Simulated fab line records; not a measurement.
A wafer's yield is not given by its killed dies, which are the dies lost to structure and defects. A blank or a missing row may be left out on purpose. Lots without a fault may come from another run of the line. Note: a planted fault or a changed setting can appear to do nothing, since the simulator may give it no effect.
fab line records / flow rit-cmos
record lots=14 wafers=42 last-day=7
route steps=202 shown PRETRO@72
lots that met no fault: from a run of the same line without faults
start-h: start of the lot's first displayed wafer, in hours after the record's first day / wait-h: how many hours have passed since the lot's step before this one / " same as the row above / L1.1+2: a single row standing in for several wafers / - no value, or no start given / * or withheld: withheld / < > ~ a bound
route shown NAME@n: NAME is a module with steps in the file, n the number in the route of the first one / usual: the fault-free wafers' mean and standard deviation / same: alike in all rows / chamber/n: place in a boat / sites: the reading at each site / _std_site: standard deviation across them / _edge_site: outer sites' mean less inner sites' / radius-mm: how far each site lies from the wafer's centre / mask NAME#n: copy n / behind: the tool/chamber that last shaped the wafer / hold: what put the lot on hold/how long, in hours/how the hold closed / device: whichever transistor did not switch (one of n, p or np) / end of line: at the end of the route, the tests of the same wafers / where a step has no rows: the recipe by itself / killed: dies that structure and defects cost at the first sort, which is not the same as the wafer's yield / map: per-die view of a wafer (x killed, . not killed, _ where there is no die)
set.NAME: setting as actually run; set.NAME@STEP: the setting as run at that earlier step / model.NAME: the simulator's own value behind a step, which no gauge read
one table for each step of the route and one row for each wafer, over a sample of lots
services: a tool's chamber out of use, with start hour (start-h, from the record's first day; less than 0 if before it), hours out, and reason
## steps
# step RIT_PRETRO_IMPLANT_08
# recipe species=B energy-kev=45 dose-cm2=1.2e+13 tilt-deg=7
# usual dose-ions-cm2=1.2001e+13/1.3e+10 end-station-pressure-torr=5.02e-06/2.4e-07 faraday-current-uA=38.1/0.72
lot.wafer=L346.2 tool=implanter-02 chamber=0 start-h=36.13 wait-h=0.2 dose-ions-cm2=1.2e+13 end-station-pressure-torr=5.15e-06 faraday-current-uA=38.0
lot.wafer=L346.3 tool=implanter-02 chamber=0 start-h=36.13 wait-h=0.2 dose-ions-cm2=1.2e+13 end-station-pressure-torr=5.15e-06 faraday-current-uA=38.3
lot.wafer=L346.4 tool=implanter-02 chamber=0 start-h=36.13 wait-h=0.2 dose-ions-cm2=1.1999e+13 end-station-pressure-torr=4.48e-06 faraday-current-uA=38.7
lot.wafer=L348.1 tool=implanter-03 chamber=0 start-h=47.26 wait-h=0.2 dose-ions-cm2=1.201e+13 end-station-pressure-torr=5.06e-06 faraday-current-uA=38.9
lot.wafer=L348.2 tool=implanter-03 chamber=0 start-h=47.26 wait-h=0.2 dose-ions-cm2=1.2e+13 end-station-pressure-torr=5.26e-06 faraday-current-uA=37.3
lot.wafer=L348.6 tool=implanter-03 chamber=0 start-h=47.26 wait-h=0.2 dose-ions-cm2=1.2007e+13 end-station-pressure-torr=5.19e-06 faraday-current-uA=36.9
lot.wafer=L349.1 tool=implanter-02 chamber=0 start-h=52.94 wait-h=0.2 dose-ions-cm2=1.2017e+13 end-station-pressure-torr=5.08e-06 faraday-current-uA=37.5
lot.wafer=L349.4 tool=implanter-02 chamber=0 start-h=52.94 wait-h=0.2 dose-ions-cm2=1.2014e+13 end-station-pressure-torr=5e-06 faraday-current-uA=38.0
lot.wafer=L349.5 tool=implanter-02 chamber=0 start-h=52.94 wait-h=0.2 dose-ions-cm2=1.1993e+13 end-station-pressure-torr=5.4e-06 faraday-current-uA=38.5
lot.wafer=L350.1 tool=implanter-02 chamber=0 start-h=57.23 wait-h=0.2 dose-ions-cm2=1.1978e+13 end-station-pressure-torr=4.5e-06 faraday-current-uA=37.3
lot.wafer=L350.3 tool=implanter-02 chamber=0 start-h=57.23 wait-h=0.2 dose-ions-cm2=1.1988e+13 end-station-pressure-torr=5.1e-06 faraday-current-uA=37.1
lot.wafer=L350.4 tool=implanter-02 chamber=0 start-h=57.23 wait-h=0.2 dose-ions-cm2=1.2e+13 end-station-pressure-torr=4.86e-06 faraday-current-uA=37.6
lot.wafer=L351.1 tool=implanter-03 chamber=0 start-h=60.78 wait-h=0.2 dose-ions-cm2=1.1986e+13 end-station-pressure-torr=4.77e-06 faraday-current-uA=38.0
lot.wafer=L351.2 tool=implanter-03 chamber=0 start-h=60.78 wait-h=0.2 dose-ions-cm2=1.1975e+13 end-station-pressure-torr=5.11e-06 faraday-current-uA=38.4
lot.wafer=L351.6 tool=implanter-03 chamber=0 start-h=60.78 wait-h=0.2 dose-ions-cm2=1.1963e+13 end-station-pressure-torr=5.04e-06 faraday-current-uA=37.4
lot.wafer=L353.1 tool=implanter-02 chamber=0 start-h=71.29 wait-h=0.2 dose-ions-cm2=1.2013e+13 end-station-pressure-torr=5.25e-06 faraday-current-uA=37.9
lot.wafer=L353.3 tool=implanter-02 chamber=0 start-h=71.29 wait-h=0.2 dose-ions-cm2=1.2013e+13 end-station-pressure-torr=5.08e-06 faraday-current-uA=36.8
lot.wafer=L353.6 tool=implanter-02 chamber=0 start-h=71.29 wait-h=0.2 dose-ions-cm2=1.1998e+13 end-station-pressure-torr=4.96e-06 faraday-current-uA=38.7
lot.wafer=L355.1 tool=implanter-02 chamber=0 start-h=81.34 wait-h=0.2 dose-ions-cm2=1.2029e+13 end-station-pressure-torr=5.42e-06 faraday-current-uA=39.2
lot.wafer=L355.3 tool=implanter-02 chamber=0 start-h=81.34 wait-h=0.2 dose-ions-cm2=1.2001e+13 end-station-pressure-torr=4.96e-06 faraday-current-uA=37.2
lot.wafer=L355.5 tool=implanter-02 chamber=0 start-h=81.34 wait-h=0.2 dose-ions-cm2=1.2007e+13 end-station-pressure-torr=4.51e-06 faraday-current-uA=38.5
lot.wafer=L356.1 tool=implanter-02 chamber=0 start-h=85.96 wait-h=0.2 dose-ions-cm2=1.201e+13 end-station-pressure-torr=4.72e-06 faraday-current-uA=38.7
lot.wafer=L356.4 tool=implanter-02 chamber=0 start-h=85.96 wait-h=0.2 dose-ions-cm2=1.2026e+13 end-station-pressure-torr=4.77e-06 faraday-current-uA=38.5
lot.wafer=L356.5 tool=implanter-02 chamber=0 start-h=85.96 wait-h=0.2 dose-ions-cm2=1.2022e+13 end-station-pressure-torr=5.12e-06 faraday-current-uA=38.0
lot.wafer=L357.1 tool=implanter-02 chamber=0 start-h=91.14 wait-h=0.2 dose-ions-cm2=1.1985e+13 end-station-pressure-torr=4.83e-06 faraday-current-uA=39.1
lot.wafer=L357.3 tool=implanter-02 chamber=0 start-h=91.14 wait-h=0.2 dose-ions-cm2=1.1993e+13 end-station-pressure-torr=4.65e-06 faraday-current-uA=38.7
lot.wafer=L357.4 tool=implanter-02 chamber=0 start-h=91.14 wait-h=0.2 dose-ions-cm2=1.1969e+13 end-station-pressure-torr=5.24e-06 faraday-current-uA=37.7
lot.wafer=L358.2 tool=implanter-02 chamber=0 start-h=95.98 wait-h=0.2 dose-ions-cm2=1.2004e+13 end-station-pressure-torr=5.1e-06 faraday-current-uA=37.9
lot.wafer=L358.4 tool=implanter-02 chamber=0 start-h=95.98 wait-h=0.2 dose-ions-cm2=1.1995e+13 end-station-pressure-torr=4.84e-06 faraday-current-uA=38.7
lot.wafer=L358.5 tool=implanter-02 chamber=0 start-h=95.98 wait-h=0.2 dose-ions-cm2=1.1985e+13 end-station-pressure-torr=5e-06 faraday-current-uA=38.7
lot.wafer=L360.1 tool=implanter-04 chamber=0 start-h=106.41 wait-h=0.2 dose-ions-cm2=1.1989e+13 end-station-pressure-torr=5.26e-06 faraday-current-uA=37.0
lot.wafer=L360.4 tool=implanter-04 chamber=0 start-h=106.41 wait-h=0.2 dose-ions-cm2=1.1988e+13 end-station-pressure-torr=4.94e-06 faraday-current-uA=38.3
lot.wafer=L360.6 tool=implanter-04 chamber=0 start-h=106.41 wait-h=0.2 dose-ions-cm2=1.1988e+13 end-station-pressure-torr=5.22e-06 faraday-current-uA=38.1
lot.wafer=L362.2 tool=implanter-02 chamber=0 start-h=116.58 wait-h=0.2 dose-ions-cm2=1.1975e+13 end-station-pressure-torr=4.98e-06 faraday-current-uA=37.4
lot.wafer=L362.3 tool=implanter-02 chamber=0 start-h=116.58 wait-h=0.2 dose-ions-cm2=1.2015e+13 end-station-pressure-torr=5.06e-06 faraday-current-uA=37.9
lot.wafer=L362.6 tool=implanter-02 chamber=0 start-h=116.58 wait-h=0.2 dose-ions-cm2=1.1984e+13 end-station-pressure-torr=5.03e-06 faraday-current-uA=37.7
lot.wafer=L364.1 tool=implanter-02 chamber=0 start-h=126.79 wait-h=0.2 dose-ions-cm2=1.6331e+13 end-station-pressure-torr=5.26e-06 faraday-current-uA=51.4
lot.wafer=L364.2 tool=implanter-02 chamber=0 start-h=126.79 wait-h=0.2 dose-ions-cm2=1.6333e+13 end-station-pressure-torr=5.2e-06 faraday-current-uA=53.0
lot.wafer=L364.6 tool=implanter-02 chamber=0 start-h=126.79 wait-h=0.2 dose-ions-cm2=1.6331e+13 end-station-pressure-torr=5.31e-06 faraday-current-uA=51.8
lot.wafer=L365.1 tool=implanter-02 chamber=0 start-h=130.49 wait-h=0.2 dose-ions-cm2=1.6316e+13 end-station-pressure-torr=4.75e-06 faraday-current-uA=52.8
lot.wafer=L365.4 tool=implanter-02 chamber=0 start-h=130.49 wait-h=0.2 dose-ions-cm2=1.6332e+13 end-station-pressure-torr=4.55e-06 faraday-current-uA=52.0
lot.wafer=L365.6 tool=implanter-02 chamber=0 start-h=130.49 wait-h=0.2 dose-ions-cm2=1.6319e+13 end-station-pressure-torr=5.07e-06 faraday-current-uA=53.1
# step RIT_PRETRO_TW_MEAS_10
# usual PRETRO_TW=470.4/2.5
lot.wafer=L346.2 tool=film-metro-02 chamber=- start-h=36.44 wait-h=0.1 PRETRO_TW=468.8
lot.wafer=L346.3 tool=film-metro-02 chamber=- start-h=36.44 wait-h=0.1 PRETRO_TW=467.5
lot.wafer=L346.4 tool=film-metro-02 chamber=- start-h=36.44 wait-h=0.1 PRETRO_TW=466.2
lot.wafer=L348.1 tool=film-metro-02 chamber=- start-h=47.58 wait-h=0.1 PRETRO_TW=466.3
lot.wafer=L348.2 tool=film-metro-02 chamber=- start-h=47.58 wait-h=0.1 PRETRO_TW=466.0
lot.wafer=L348.6 tool=film-metro-02 chamber=- start-h=47.58 wait-h=0.1 PRETRO_TW=467.0
lot.wafer=L349.1 tool=film-metro-04 chamber=- start-h=53.27 wait-h=0.1 PRETRO_TW=474.3
lot.wafer=L349.4 tool=film-metro-04 chamber=- start-h=53.27 wait-h=0.1 PRETRO_TW=473.5
lot.wafer=L349.5 tool=film-metro-04 chamber=- start-h=53.27 wait-h=0.1 PRETRO_TW=473.7
lot.wafer=L350.1 tool=film-metro-02 chamber=- start-h=57.55 wait-h=0.1 PRETRO_TW=469.2
lot.wafer=L350.3 tool=film-metro-02 chamber=- start-h=57.55 wait-h=0.1 PRETRO_TW=471.3
lot.wafer=L350.4 tool=film-metro-02 chamber=- start-h=57.55 wait-h=0.1 PRETRO_TW=470.4
lot.wafer=L351.1 tool=film-metro-01 chamber=- start-h=61.11 wait-h=0.1 PRETRO_TW=468.0
lot.wafer=L351.2 tool=film-metro-01 chamber=- start-h=61.11 wait-h=0.1 PRETRO_TW=468.3
lot.wafer=L351.6 tool=film-metro-01 chamber=- start-h=61.11 wait-h=0.1 PRETRO_TW=468.6
lot.wafer=L353.1 tool=film-metro-02 chamber=- start-h=71.62 wait-h=0.1 PRETRO_TW=472.7
lot.wafer=L353.3 tool=film-metro-02 chamber=- start-h=71.62 wait-h=0.1 PRETRO_TW=472.9
lot.wafer=L353.6 tool=film-metro-02 chamber=- start-h=71.62 wait-h=0.1 PRETRO_TW=472.5
lot.wafer=L355.1 tool=film-metro-02 chamber=- start-h=81.67 wait-h=0.1 PRETRO_TW=473.7
lot.wafer=L355.3 tool=film-metro-02 chamber=- start-h=81.67 wait-h=0.1 PRETRO_TW=476.3
lot.wafer=L355.5 tool=film-metro-02 chamber=- start-h=81.67 wait-h=0.1 PRETRO_TW=472.4
lot.wafer=L356.1 tool=film-metro-04 chamber=- start-h=86.29 wait-h=0.1 PRETRO_TW=466.4
lot.wafer=L356.4 tool=film-metro-04 chamber=- start-h=86.29 wait-h=0.1 PRETRO_TW=466.9
lot.wafer=L356.5 tool=film-metro-04 chamber=- start-h=86.29 wait-h=0.1 PRETRO_TW=466.0
lot.wafer=L357.1 tool=film-metro-04 chamber=- start-h=91.47 wait-h=0.1 PRETRO_TW=470.0
lot.wafer=L357.3 tool=film-metro-04 chamber=- start-h=91.47 wait-h=0.1 PRETRO_TW=467.4
lot.wafer=L357.4 tool=film-metro-04 chamber=- start-h=91.47 wait-h=0.1 PRETRO_TW=469.6
lot.wafer=L358.2 tool=film-metro-02 chamber=- start-h=96.29 wait-h=0.1 PRETRO_TW=471.3
lot.wafer=L358.4 tool=film-metro-02 chamber=- start-h=96.29 wait-h=0.1 PRETRO_TW=471.2
lot.wafer=L358.5 tool=film-metro-02 chamber=- start-h=96.29 wait-h=0.1 PRETRO_TW=472.6
lot.wafer=L360.1 tool=film-metro-02 chamber=- start-h=106.73 wait-h=0.1 PRETRO_TW=471.7
lot.wafer=L360.4 tool=film-metro-02 chamber=- start-h=106.73 wait-h=0.1 PRETRO_TW=470.6
lot.wafer=L360.6 tool=film-metro-02 chamber=- start-h=106.73 wait-h=0.1 PRETRO_TW=470.1
lot.wafer=L362.2 tool=film-metro-01 chamber=- start-h=116.89 wait-h=0.1 PRETRO_TW=469.4
lot.wafer=L362.3 tool=film-metro-01 chamber=- start-h=116.89 wait-h=0.1 PRETRO_TW=468.9
lot.wafer=L362.6 tool=film-metro-01 chamber=- start-h=116.89 wait-h=0.1 PRETRO_TW=469.1
lot.wafer=L364.1 tool=film-metro-04 chamber=- start-h=127.11 wait-h=0.1 PRETRO_TW=519.1
lot.wafer=L364.2 tool=film-metro-04 chamber=- start-h=127.11 wait-h=0.1 PRETRO_TW=515.7
lot.wafer=L364.6 tool=film-metro-04 chamber=- start-h=127.11 wait-h=0.1 PRETRO_TW=513.0
lot.wafer=L365.1 tool=film-metro-02 chamber=- start-h=130.81 wait-h=0.1 PRETRO_TW=520.0
lot.wafer=L365.4 tool=film-metro-02 chamber=- start-h=130.81 wait-h=0.1 PRETRO_TW=521.4
lot.wafer=L365.6 tool=film-metro-02 chamber=- start-h=130.81 wait-h=0.1 PRETRO_TW=520.5
## services
tool=implanter-02 chamber=- start-h=31.30 hours=2.7 kind=repair
tool=implanter-04 chamber=- start-h=60.82 hours=4.7 kind=repair
tool=implanter-03 chamber=- start-h=82.41 hours=4.7 kind=pm
tool=implanter-02 chamber=- start-h=108.31 hours=6.9 kind=repair
tool=implanter-04 chamber=- start-h=129.17 hours=8.5 kind=repair
tool=implanter-03 chamber=- start-h=129.79 hours=1.3 kind=repair
## key
first-sign step=RIT_PRETRO_IMPLANT_08 reading=dose-ions-cm2 direction=up sigmas=99+ usual=1.2001e+13 struck=1.6327e+13
effect step=RIT_PRETRO_IMPLANT_08 reading=faraday-current-uA direction=up sigmas=20 usual=38.1 struck=52.3
effect step=RIT_PRETRO_TW_MEAS_10 reading=PRETRO_TW direction=up sigmas=19 usual=470.4 struck=518.3
met-at RIT_PRETRO_IMPLANT_08
struck-lots L364,L365
tester-left-out L364,L365
onset-between 116.58 126.79
fault kind=process-parameter-drift tool=implanter-02 chamber=- onset-h=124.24 steps=RIT_PRETRO_IMPLANT_08 channel=dose-cm2 offset=4.32e+12 shape=step end-h=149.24 acts-in=these-recipes-only stated=1.2e+13
# tester-left-out: of these lots the tester's yield and bins aren't shown, on N5 and GAA mostly nor the transistor test; their killed dies are dies lost to structure and defects alone, not to doping, threshold or leakage, so they don't give the yield
